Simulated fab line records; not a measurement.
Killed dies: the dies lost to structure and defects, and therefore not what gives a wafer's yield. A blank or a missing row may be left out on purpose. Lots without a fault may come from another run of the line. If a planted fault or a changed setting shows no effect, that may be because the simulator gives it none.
A lot that was struck, set against a sound lot ; flow berkeley-cmos170 ; 15 steps out of a route of 331
Sound: the wafers L157.1, L157.3, L157.5. The struck wafers were L160.1, L160.5, L160.6. The cause comes at the end.
Each step with rows lists, per side, the tool, then ch with its chambers, then its first start. Under that, the readings that differ: sound wafers ; struck wafers ; difference of the means ; sigmas: that difference in standard deviations of wafers without a fault.
alike: same words and numbers on both sides, and readings whose means sit less than 2 such deviations apart. not compared: any withheld reading, any reading some wafer has no value for, any bound like >300 that may hide the same value, and any number with overlapping values for which the record gives no deviation.
Wherever a step has rows on one side only, a row that says differs or no value, or a row with sigmas, the two part there. Numbers that have no deviation but don't overlap get no sigmas and don't part them. A reading missing from all wafers of one side parts the sides only when that side holds two or more wafers.

first, 3 steps without rows for these wafers: UCB170_NSD_EXPOSE_03 (exposes mask NSELECT MOD, target cd 1200 nm); UCB170_NSD_PEB_04; UCB170_NSD_DEVELOP_05 (develop time 45 s).
UCB170_NSD_CD_MEAS_06: target cd 1200 nm.
  sound: cd-sem-01 at day 10 21:31; struck: cd-sem-02 at day 12 19:56
  alike: cd-nm
UCB170_NSD_OVL_MEAS_07:
  sound: overlay-01 at day 10 21:38; struck: overlay-01 at day 12 20:04
  alike: NSD_OVL
following that, these wafers have no rows for 1 step: UCB170_NSD_IMPLANT_08.
UCB170_NSD_STRIP_09: strips in O2.
  sound on plasma-asher-04 ch 0,1, day 10 21:49; struck on plasma-asher-04 ch 0,1, day 12 20:14
  alike: chamber-pressure-mTorr, drypump-motor-current-A, oes-product-au, strip-time-to-endpoint-s
  not compared: rf-hours-counter-h
UCB170_NSD_TW_MEAS_10:
  sound: film-metro-01 at day 10 21:55; struck: film-metro-03 at day 12 20:20
  alike: NSD_TW
then, 4 steps without rows for these wafers: UCB170_NSD_CLEAN_11 (cleans in SPM, time 600 s); UCB170_BACKSIDE_HMDS_00 (prime time 60 s); UCB170_BACKSIDE_COAT_01 (resist thk 900 nm); UCB170_BACKSIDE_SOFTBAKE_02 (time 60 s).
UCB170_BACKSIDE_STRIP_03: strips in O2.
  sound on plasma-asher-03 ch 0,1, day 10 23:21; struck on plasma-asher-02 ch 0,1, day 12 21:02
  no value came back on the struck wafers for chamber-pressure-mTorr (mTorr), drypump-motor-current-A (A), oes-product-au (a.u.), strip-time-to-endpoint-s (s); on the sound wafers chamber-pressure-mTorr (mTorr) reads 3502 3502 3500
reading;sound;struck;difference;sigmas
model.KrF_of_BACKSIDE_COAT_01.thk-nm (nm);0 0 0;902.3 901.8 903.4;+902.5;
  not compared: rf-hours-counter-h
then, 1 step without rows for these wafers: UCB170_BACKSIDE_CLEAN_04 (cleans in SPM, time 600 s).
UCB170_M3_PROBE_99:
  the record has rows for the struck wafers here (prober-01, day 14 01:23) and none for the sound ones

WHERE THEY PART
At UCB170_BACKSIDE_STRIP_03 first; at UCB170_M3_PROBE_99 last (within this record only).

WHY: the cause the simulator had injected
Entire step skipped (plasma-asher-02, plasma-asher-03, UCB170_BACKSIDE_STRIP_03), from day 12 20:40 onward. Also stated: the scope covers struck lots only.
